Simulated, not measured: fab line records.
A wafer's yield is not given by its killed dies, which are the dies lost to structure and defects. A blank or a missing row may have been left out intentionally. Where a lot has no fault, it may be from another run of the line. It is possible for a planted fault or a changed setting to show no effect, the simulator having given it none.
Problem report, 8D (eight disciplines) form, completed by code ; flow berkeleyCmos170 ; the parts of the form that need people (team, actions taken, sign-off) are left out

## 1. PROBLEM STATEMENT
Across 6 wafers from 2 lots, PLDD_TW at UCB170_PLDD_TW_MEAS_11 averages 1111, while fault-free wafers read 1013 with a standard deviation of 7.2. Relative to the usual mean, that is a shift of +14 standard deviations.
First observed at day 10 09:19: wafer L761.2, on filmMetro-03. Wafers with a number at this step in the record: 42, from 14 lots. By rule, "out" or "out of limits" means more than 4 standard deviations away from the usual mean. The other wafers with a number count as sound.

## 2. WHAT IT IS AND WHAT IT IS NOT
question;is;is not
which readings at this step;PLDD_TW;-
which lots;L761, L763;L743, L744, L747, L748, L750, L751, L752, L753, L754, L755, L764, L765
which wafers of those lots;all that have a number;-
read on which gauges;filmMetro-03;filmMetro-02, filmMetro-04
when;from day 10 09:19;"up to then (30 sound wafers); but 6 sound wafers of L764, L765 came after"

## 3. SUSPECTS, AND WHAT RULES EACH OUT
Counting: any tool at a process step up to the reading is kept as a suspect provided that every lot that is out went through it and no sound lot did after the first of them.
- the gauge at UCB170_PLDD_TW_MEAS_11 is ruled out. All the wafers that are out were read on filmMetro-03, but those of them that UCB170_PLDD_IMPLANT_09 has rows for are out there too, on other tools.
- implanter-03 at UCB170_PLDD_IMPLANT_09: kept. It ran every lot that is out, first L761 (day 10 09:04), and no sound lot after that; its last sound lot up to then is L755 (day 8 11:26). Out on those wafers are its own readings of beamOnS, doseIonsCm2, faradayCurrentUA.
The count leaves implanter-03 at UCB170_PLDD_IMPLANT_09.

## 4. THE CAUSE (what the simulator had put in)
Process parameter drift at UCB170_PLDD_IMPLANT_09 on implanter-03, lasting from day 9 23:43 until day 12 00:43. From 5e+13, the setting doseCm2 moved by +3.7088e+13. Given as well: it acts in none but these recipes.
Only this tool survived the counting.

## 5. SEQUENCE OF EFFECTS, ordered by route
Each row: a reading whose mean over the struck wafers that have a number lies more than 3 standard deviations from the usual. Readings are gone through only where the record gives a usual standard deviation; hours: the median, over the lots, of the time from a lot's start at the first step in this table giving one to that lot's start at this step; sigmas: the change measured in usual standard deviations.
hours;step;reading;usual;on struck wafers;change;sigmas
0;UCB170_PLDD_IMPLANT_09;beamOnS;10.01 s;14.00;+3.99;+19
0;UCB170_PLDD_IMPLANT_09;doseIonsCm2;4.999e+13;8.706e+13;+3.708e+13;+99 or more
0;UCB170_PLDD_IMPLANT_09;faradayCurrentUA;159;198;+38;+12
0;UCB170_PLDD_TW_MEAS_11;PLDD_TW;1013;1111;+98;+14
12;UCB170_SDANNEAL_RS_MEAS_04;PLDD_RS;1031 ohm/sq;808;-223;-72
The process steps in it:
- UCB170_PLDD_IMPLANT_09

## 6. HOW IT WOULD HAVE BEEN CAUGHT EARLIER
The first out-of-limits reading at a measuring or inspecting step in this record came at day 10 09:19, 10 hours after the fault's start at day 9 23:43.
Tool's own readings at UCB170_PLDD_IMPLANT_09, beamOnS, doseIonsCm2, faradayCurrentUA: out on all struck wafers the step has rows for; an alarm limit on them would have tripped on the first.
Of the lots that are out (2), L763 began UCB170_PLDD_IMPLANT_09 on implanter-03 after day 10 09:19. A hold on the tool at that time would have spared it.
